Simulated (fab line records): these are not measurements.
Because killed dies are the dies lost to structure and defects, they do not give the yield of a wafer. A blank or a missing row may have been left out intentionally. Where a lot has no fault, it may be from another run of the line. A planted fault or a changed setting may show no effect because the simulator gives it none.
2 desks, one fault + flow berkeley-cmos170 + only its own numbers are on each desk; what lay behind them is given at the end

THE METROLOGY DESK
Means of the sampled wafers that have a number, per lot and without regard to the tool the lot ran on: this is what the gauges read. Marked OUT: a lot whose mean sits more than 4 standard deviations from the usual mean, which makes it out of limits; the brackets give that distance.
Columns: A = GATE_POLY_THK at UCB170_GATE_THK_MEAS_05, usual 214.9 nm; B = cd-nm at UCB170_GATE_CD_MEAS_12, usual 349.7 nm; C = GATE_OVL at UCB170_GATE_OVL_MEAS_13, usual -2 nm
| lot  | first seen here | A     | B     | C  |
|------|-----------------|-------|-------|----|
| L191 | day 7 04:19     | 213.2 | 347.3 | 4  |
| L196 | day 7 17:29     | 216.8 | 348.7 | -7 |
| L204 | day 9 19:08     | 214.6 | 351.9 | -4 |
| L206 | day 10 09:36    | 216.3 | 349.2 | 2  |
| L210 | day 10 18:44    | 213.7 | 351.4 | -5 |
| L212 | day 11 14:54    | 214.8 | 349.4 | 0  |
This desk's finding: nothing out of limits on any of the 6 lots.

AT THE TOOL OWNER'S DESK: rie-si-02
The tool's own readings at UCB170_GATE_ETCH_15 (etches poly-Si in HBr/Cl2, stops on SiO2, time 56.3 s, target depth 278.2 nm): means of the sampled wafers that have a number, for each lot that ran on this tool. Marked OUT: a lot whose mean sits more than 4 standard deviations from the usual mean, which makes it out of limits; the brackets give that distance.
Columns: A = drypump-motor-current-A at UCB170_GATE_ETCH_15, usual 5.3 A; B = oes-product-au at UCB170_GATE_ETCH_15, usual 0.839 a.u.; C = run-length-s at UCB170_GATE_ETCH_15, usual 84.3 s; D = throttle-valve-pct at UCB170_GATE_ETCH_15, usual 26.3 %
| lot  | first seen here | A   | B               | C               | D    |
|------|-----------------|-----|-----------------|-----------------|------|
| L191 | day 7 05:56     | 5.5 | 0.834           | 84.6            | 26.5 |
| L204 | day 9 20:19     | 5.5 | 0.649 (-15) OUT | 114.1 (+71) OUT | 26.5 |
| L206 | day 10 11:02    | 5.5 | 0.645 (-15) OUT | 113.7 (+70) OUT | 26.3 |
This desk's finding: out of limits on L204, L206; first on L204, day 9 20:19 (oes-product-au at UCB170_GATE_ETCH_15). L191 stayed within limits.

BROUGHT TOGETHER
The tool owner's desk could have raised an alarm at day 9 20:19, on L204, L206.
At the metrology desk, nothing out of limits was observed.
The metrology desk holds a record of L204, L206, inside its limits.
On rie-si-02, each named lot ran UCB170_GATE_ETCH_15.

WHAT THE SIMULATOR PUT IN
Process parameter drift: rie-si-02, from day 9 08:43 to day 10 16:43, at UCB170_GATE_ETCH_15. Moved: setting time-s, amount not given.
Shown lots that were struck: L204, L206.
Time in hours from fault onset to the first out-of-limits reading at each desk: the tool owner's desk, 12.
